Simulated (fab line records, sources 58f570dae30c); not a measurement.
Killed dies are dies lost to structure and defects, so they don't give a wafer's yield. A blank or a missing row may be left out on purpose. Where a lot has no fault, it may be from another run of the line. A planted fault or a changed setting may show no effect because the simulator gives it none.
Split-lot experiment | flow berkeley cmos170 | route with 331 steps; 5 lots, 23 wafers read

== SPLIT DETAILS ==
At UCB170_NSD_EXPOSE_03 (exposes mask NSELECT MOD, target cd 1200 nm), the setting dose mj was moved away from the recipe's 30 on 8 of the 23 wafers read, by -7.0% to -3.3%. The other wafers ran this setting at the recipe's value.

== FROM THE SPLIT TO THE READING: what the file shows between them, 2 steps ==
- UCB170_NSD_PEB_04
- UCB170_NSD_DEVELOP_05: develop time 45 s

== THE READING ==
Shown in nm: cd nm at UCB170_NSD_CD_MEAS_06, with target cd 1200 nm. On this fab line, fault-free wafers typically give 1199.6 nm with a standard deviation of 1.6 nm.

wafer  | tool, chamber at the split | dose mj as run | against the recipe | cd nm, nm | against lot-mates on the recipe
L078.1 | krf scanner-01, 0          | 30             | recipe             | 1199.9    | -
L078.2 | krf scanner-01, 0          | 30             | recipe             | 1200.4    | -
L078.4 | krf scanner-01, 0          | 30             | recipe             | 1198.1    | -
L078.5 | krf scanner-01, 0          | 30             | recipe             | 1200.0    | -
L078.6 | krf scanner-01, 0          | 30             | recipe             | 1199.8    | -
L077.1 | krf scanner-01, 0          | 30             | recipe             | 1201.4    | -
L077.2 | krf scanner-01, 0          | 27.89          | -7.0%              | 1187.4    | -12.8
L077.3 | krf scanner-01, 0          | 30             | recipe             | 1198.9    | -
L077.4 | krf scanner-01, 0          | 27.89          | -7.0%              | 1185.8    | -14.4
L077.5 | krf scanner-01, 0          | 27.89          | -7.0%              | 1186.2    | -14.0
L080.1 | krf scanner-01, 0          | 30             | recipe             | 1198.5    | -
L080.3 | krf scanner-01, 0          | 30             | recipe             | 1198.6    | -
L080.5 | krf scanner-01, 0          | 30             | recipe             | 1198.0    | -
L085.1 | krf scanner-02, 0          | 30             | recipe             | 1200.7    | -
L085.2 | krf scanner-02, 0          | 29             | -3.3%              | 1192.8    | -7.2
L085.3 | krf scanner-02, 0          | 29             | -3.3%              | 1192.4    | -7.5
L085.5 | krf scanner-02, 0          | 30             | recipe             | 1199.2    | -
L085.6 | krf scanner-02, 0          | 29             | -3.3%              | 1193.0    | -7.0
L084.1 | krf scanner-01, 0          | 28.75          | -4.2%              | 1192.7    | -8.5
L084.3 | krf scanner-01, 0          | 30             | recipe             | 1200.7    | -
L084.4 | krf scanner-01, 0          | 28.75          | -4.2%              | 1192.9    | -8.3
L084.5 | krf scanner-01, 0          | 30             | recipe             | 1202.5    | -
L084.6 | krf scanner-01, 0          | 30             | recipe             | 1200.3    | -

FIT RESULTS
A straight line over all 23 wafers: cd nm changes by +1.89 nm for each +1% of dose mj; r = +0.98; the points scatter about the line by 1.1 nm.
The same after taking each lot's own level away (the mean of its wafers on the recipe; 23 wafers): +1.98 nm for each +1%; r = +0.99; scatter 0.79 nm.
According to that fit, moving dose mj by its largest amount changes the reading by 14 nm.
Across the lots, their own levels run from 1198.37 to 1201.17 nm, a range of 1.8 times the standard deviation given above.
Hence the lot-to-lot level has little effect on the slope; both slopes agree.
Check: for one of the wafers moved furthest among these (-7.0%), held out of the fit, the line's prediction against its lot-mates is -14.3 nm. Against them it came out at -12.8 nm.

== OTHER SPLITS APPLIED TO THESE WAFERS ==
These wafers also went through other splits before the reading. Each is held against what the fit with the lots' levels taken away leaves over:
other split on the same wafers     | wafers away from the commonest value | r with cd nm (lot level and that fit taken away)
UCB170_START_OXIDATION_02 temp c   | 5                                    | +0.22
UCB170_ZERO_STRIP_07 o2 flow sccm  | 7                                    | +0.02
UCB170_NWELL_CVD_04 pressure mtorr | 10                                   | +0.01
UCB170_NWELL_ETCH_13 time s        | 5                                    | -0.05
UCB170_ACTIVE_STRIP_16 power w     | 5                                    | -0.11
UCB170_PLDD_COAT_01 resist thk nm  | 10                                   | +0.15
UCB170_NLDD_IMPLANT_09 energy kev  | 7                                    | +0.13

== FILE'S OWN FIT ==
cd nm changes by +1.99 nm for each +1% of dose mj, r = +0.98.
